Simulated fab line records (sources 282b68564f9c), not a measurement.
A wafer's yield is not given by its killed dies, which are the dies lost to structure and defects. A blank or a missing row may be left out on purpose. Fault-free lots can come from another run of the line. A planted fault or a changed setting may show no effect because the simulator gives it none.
fab line records / flow rit_cmos
record lots=14 wafers=42 last_day=7
route steps=202 shown FOX1@20
lots with no fault: from the same line, run without faults
start_h: hours from the record's opening day to when the first of the lot's shown wafers began / wait_h: hours since the lot's step before / " unchanged from the row above / L1.1+2: a row that stands for several wafers / - no value present, or no start provided / * or withheld: withheld / < > ~ a bound
route shown NAME@n: a module of which the file shows steps, and the number in the route of the first / usual: the fault-free wafers' mean and standard deviation / same: alike in all rows / chamber/n: place in a boat / sites: each site's reading / _std_site: their standard deviation / _edge_site: the outer-site mean with the inner-site mean subtracted / radius_mm: for every site, how far away it sits from the centre of the wafer / mask NAME#n: copy n / behind: tool/chamber where the wafer was last shaped / hold: why the lot went on hold/how many hours it stayed there/how the hold came to an end / device: which transistor (n, p or np) failed to switch / end of line: the tests these same wafers got at the end of their route / where a step has no rows: the recipe by itself / killed: dies lost to structure and defects at the first sort, not the wafer's yield / map: a wafer's dies, x killed, . not, _ none there
set.NAME: setting as actually run; set.NAME@STEP: the setting as run at that earlier step / model.NAME: the simulator's own value behind a step, which no gauge read
the route's steps for a sample of lots (tables are steps, rows are wafers)
services: the hour from which a tool's chamber was out of use, counted from the record's first day as start_h (under 0 if before that day), plus the number of hours and why
## steps
# step RIT_FOX1_OXIDATION_00
# recipe temp_c=1100 ambient=H2O target_thk_a=3507 p_h2o_torr=720 ox_time_s=1130
# usual ox_temp_c=1100.0/0.47 ox_temp_c_max=1105.2/1.7 spike_tc_centre_C=1103.0/1.5 spike_tc_source_C=1125/3.2
lot.wafer=L104.1 tool=furnace-04 chamber=0 start_h=16.97 wait_h=0.0 ox_temp_c=1100.4 ox_temp_c_max=1108.8 spike_tc_centre_C=1100.8 spike_tc_source_C=1126
lot.wafer=L104.4 tool=furnace-04 chamber=0 start_h=16.97 wait_h=0.0 ox_temp_c=1099.4 ox_temp_c_max=1105.0 spike_tc_centre_C=1100.5 spike_tc_source_C=1126
lot.wafer=L104.5 tool=furnace-04 chamber=0 start_h=16.97 wait_h=0.0 ox_temp_c=1101.3 ox_temp_c_max=1108.5 spike_tc_centre_C=1100.4 spike_tc_source_C=1127
lot.wafer=L105.2 tool=furnace-04 chamber=0 start_h=23.51 wait_h=1.5 ox_temp_c=1100.4 ox_temp_c_max=1107.3 spike_tc_centre_C=1102.4 spike_tc_source_C=1126
lot.wafer=L105.3 tool=furnace-04 chamber=0 start_h=23.51 wait_h=1.5 ox_temp_c=1099.9 ox_temp_c_max=1107.1 spike_tc_centre_C=1103.8 spike_tc_source_C=1126
lot.wafer=L105.6 tool=furnace-04 chamber=0 start_h=23.51 wait_h=1.5 ox_temp_c=1099.2 ox_temp_c_max=1107.9 spike_tc_centre_C=1101.9 spike_tc_source_C=1129
lot.wafer=L106.1 tool=furnace-03 chamber=0 start_h=27.66 wait_h=0.2 ox_temp_c=1099.9 ox_temp_c_max=1103.1 spike_tc_centre_C=1104.5 spike_tc_source_C=1122
lot.wafer=L106.2 tool=furnace-03 chamber=0 start_h=27.66 wait_h=0.2 ox_temp_c=1099.5 ox_temp_c_max=1103.3 spike_tc_centre_C=1103.2 spike_tc_source_C=1123
lot.wafer=L106.3 tool=furnace-03 chamber=0 start_h=27.66 wait_h=0.2 ox_temp_c=1100.0 ox_temp_c_max=1103.6 spike_tc_centre_C=1105.0 spike_tc_source_C=1122
lot.wafer=L107.2 tool=furnace-03 chamber=0 start_h=31.53 wait_h=0.9 ox_temp_c=1099.5 ox_temp_c_max=1102.8 spike_tc_centre_C=1104.7 spike_tc_source_C=1124
lot.wafer=L107.5 tool=furnace-03 chamber=0 start_h=31.53 wait_h=0.9 ox_temp_c=1099.3 ox_temp_c_max=1103.2 spike_tc_centre_C=1102.7 spike_tc_source_C=1125
lot.wafer=L107.6 tool=furnace-03 chamber=0 start_h=31.53 wait_h=0.9 ox_temp_c=1098.7 ox_temp_c_max=1101.9 spike_tc_centre_C=1104.7 spike_tc_source_C=1121
lot.wafer=L110.2 tool=furnace-04 chamber=0 start_h=47.67 wait_h=1.0 ox_temp_c=1101.0 ox_temp_c_max=1107.5 spike_tc_centre_C=1102.2 spike_tc_source_C=1125
lot.wafer=L110.3 tool=furnace-04 chamber=0 start_h=47.67 wait_h=1.0 ox_temp_c=1100.1 ox_temp_c_max=1105.4 spike_tc_centre_C=1102.9 spike_tc_source_C=1127
lot.wafer=L110.5 tool=furnace-04 chamber=0 start_h=47.67 wait_h=1.0 ox_temp_c=1100.6 ox_temp_c_max=1106.0 spike_tc_centre_C=1101.3 spike_tc_source_C=1126
lot.wafer=L111.1 tool=furnace-04 chamber=0 start_h=51.80 wait_h=1.3 ox_temp_c=1100.7 ox_temp_c_max=1108.3 spike_tc_centre_C=1102.3 spike_tc_source_C=1127
lot.wafer=L111.2 tool=furnace-04 chamber=0 start_h=51.80 wait_h=1.3 ox_temp_c=1099.4 ox_temp_c_max=1105.9 spike_tc_centre_C=1101.5 spike_tc_source_C=1128
lot.wafer=L111.5 tool=furnace-04 chamber=0 start_h=51.80 wait_h=1.3 ox_temp_c=1100.3 ox_temp_c_max=1106.7 spike_tc_centre_C=1103.1 spike_tc_source_C=1126
lot.wafer=L114.1 tool=furnace-04 chamber=- start_h=65.63 wait_h=0.0 ox_temp_c=- ox_temp_c_max=- spike_tc_centre_C=- spike_tc_source_C=-
lot.wafer=L114.3 tool=furnace-04 chamber=- start_h=65.63 wait_h=0.0 ox_temp_c=- ox_temp_c_max=- spike_tc_centre_C=- spike_tc_source_C=-
lot.wafer=L114.5 tool=furnace-04 chamber=- start_h=65.63 wait_h=0.0 ox_temp_c=- ox_temp_c_max=- spike_tc_centre_C=- spike_tc_source_C=-
lot.wafer=L115.1 tool=furnace-03 chamber=- start_h=73.56 wait_h=2.8 ox_temp_c=- ox_temp_c_max=- spike_tc_centre_C=- spike_tc_source_C=-
lot.wafer=L115.5 tool=furnace-03 chamber=- start_h=73.56 wait_h=2.8 ox_temp_c=- ox_temp_c_max=- spike_tc_centre_C=- spike_tc_source_C=-
lot.wafer=L115.6 tool=furnace-03 chamber=- start_h=73.56 wait_h=2.8 ox_temp_c=- ox_temp_c_max=- spike_tc_centre_C=- spike_tc_source_C=-
lot.wafer=L121.2 tool=furnace-03 chamber=0 start_h=104.68 wait_h=3.0 ox_temp_c=1099.7 ox_temp_c_max=1103.8 spike_tc_centre_C=1103.0 spike_tc_source_C=1120
lot.wafer=L121.3 tool=furnace-03 chamber=0 start_h=104.68 wait_h=3.0 ox_temp_c=1100.1 ox_temp_c_max=1103.5 spike_tc_centre_C=1102.4 spike_tc_source_C=1122
lot.wafer=L121.4 tool=furnace-03 chamber=0 start_h=104.68 wait_h=3.0 ox_temp_c=1100.3 ox_temp_c_max=1104.3 spike_tc_centre_C=1102.9 spike_tc_source_C=1122
lot.wafer=L122.3 tool=furnace-03 chamber=0 start_h=105.99 wait_h=0.5 ox_temp_c=1099.9 ox_temp_c_max=1103.5 spike_tc_centre_C=1104.6 spike_tc_source_C=1121
lot.wafer=L122.4 tool=furnace-03 chamber=0 start_h=105.99 wait_h=0.5 ox_temp_c=1100.6 ox_temp_c_max=1105.4 spike_tc_centre_C=1103.3 spike_tc_source_C=1120
lot.wafer=L122.5 tool=furnace-03 chamber=0 start_h=105.99 wait_h=0.5 ox_temp_c=1100.3 ox_temp_c_max=1104.5 spike_tc_centre_C=1104.2 spike_tc_source_C=1120
lot.wafer=L124.1 tool=furnace-03 chamber=0 start_h=118.19 wait_h=0.9 ox_temp_c=1100.1 ox_temp_c_max=1104.8 spike_tc_centre_C=1104.8 spike_tc_source_C=1122
lot.wafer=L124.2 tool=furnace-03 chamber=0 start_h=118.19 wait_h=0.9 ox_temp_c=1099.4 ox_temp_c_max=1103.5 spike_tc_centre_C=1102.5 spike_tc_source_C=1124
lot.wafer=L124.6 tool=furnace-03 chamber=0 start_h=118.19 wait_h=0.9 ox_temp_c=1100.3 ox_temp_c_max=1104.4 spike_tc_centre_C=1102.1 spike_tc_source_C=1121
lot.wafer=L125.1 tool=furnace-04 chamber=0 start_h=120.86 wait_h=0.0 ox_temp_c=1100.6 ox_temp_c_max=1107.3 spike_tc_centre_C=1101.9 spike_tc_source_C=1128
lot.wafer=L125.3 tool=furnace-04 chamber=0 start_h=120.86 wait_h=0.0 ox_temp_c=1100.3 ox_temp_c_max=1107.5 spike_tc_centre_C=1103.1 spike_tc_source_C=1129
lot.wafer=L125.5 tool=furnace-04 chamber=0 start_h=120.86 wait_h=0.0 ox_temp_c=1100.4 ox_temp_c_max=1106.7 spike_tc_centre_C=1100.1 spike_tc_source_C=1125
lot.wafer=L126.1 tool=furnace-04 chamber=0 start_h=125.65 wait_h=0.0 ox_temp_c=1099.8 ox_temp_c_max=1105.5 spike_tc_centre_C=1101.7 spike_tc_source_C=1128
lot.wafer=L126.4 tool=furnace-04 chamber=0 start_h=125.65 wait_h=0.0 ox_temp_c=1100.2 ox_temp_c_max=1109.6 spike_tc_centre_C=1101.3 spike_tc_source_C=1127
lot.wafer=L126.5 tool=furnace-04 chamber=0 start_h=125.65 wait_h=0.0 ox_temp_c=1099.4 ox_temp_c_max=1107.2 spike_tc_centre_C=1101.0 spike_tc_source_C=1126
lot.wafer=L127.1 tool=furnace-04 chamber=0 start_h=130.52 wait_h=0.0 ox_temp_c=1100.7 ox_temp_c_max=1106.3 spike_tc_centre_C=1102.3 spike_tc_source_C=1125
lot.wafer=L127.2 tool=furnace-04 chamber=0 start_h=130.52 wait_h=0.0 ox_temp_c=1100.5 ox_temp_c_max=1107.5 spike_tc_centre_C=1101.1 spike_tc_source_C=1126
lot.wafer=L127.6 tool=furnace-04 chamber=0 start_h=130.52 wait_h=0.0 ox_temp_c=1100.6 ox_temp_c_max=1107.4 spike_tc_centre_C=1100.1 spike_tc_source_C=1126
## services
tool=furnace-03 chamber=- start_h=8.97 hours=13.9 kind=pm
tool=furnace-03 chamber=- start_h=22.87 hours=3.3 kind=pm
tool=furnace-04 chamber=- start_h=66.94 hours=3.1 kind=pm
tool=furnace-04 chamber=- start_h=70.00 hours=41.2 kind=pm
tool=furnace-04 chamber=- start_h=117.53 hours=3.0 kind=pm
## key
first_sign step=RIT_FOX1_OXIDATION_00 reading=tool_record direction=missing
effect none on later readings
met_at RIT_FOX1_OXIDATION_00
struck_lots L114,L115
later_rows_left_out L114.1,L114.3,L114.5,L115.1,L115.5,L115.6
sort_left_out L114.1,L114.3,L114.5,L115.1,L115.5,L115.6
tester_left_out L114,L115
onset_between 51.80 65.63
fault kind=skipped_step_whole tool=furnace-03,furnace-04 chamber=- onset_h=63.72 steps=RIT_FOX1_OXIDATION_00 scope=struck_lots_only
# tester_left_out: of these lots the tester's yield and bins aren't shown, on N5 and GAA mostly nor the transistor test; their killed dies are dies lost to structure and defects alone, not to doping, threshold or leakage, so they don't give the yield
# sort_left_out: the simulated sort isn't trusted on such a fault, so these wafers' sort isn't shown, and their yield isn't known
# later_rows_left_out: the simulator's readings of these wafers behind a module that went badly wrong aren't trusted and aren't shown, but for the sort
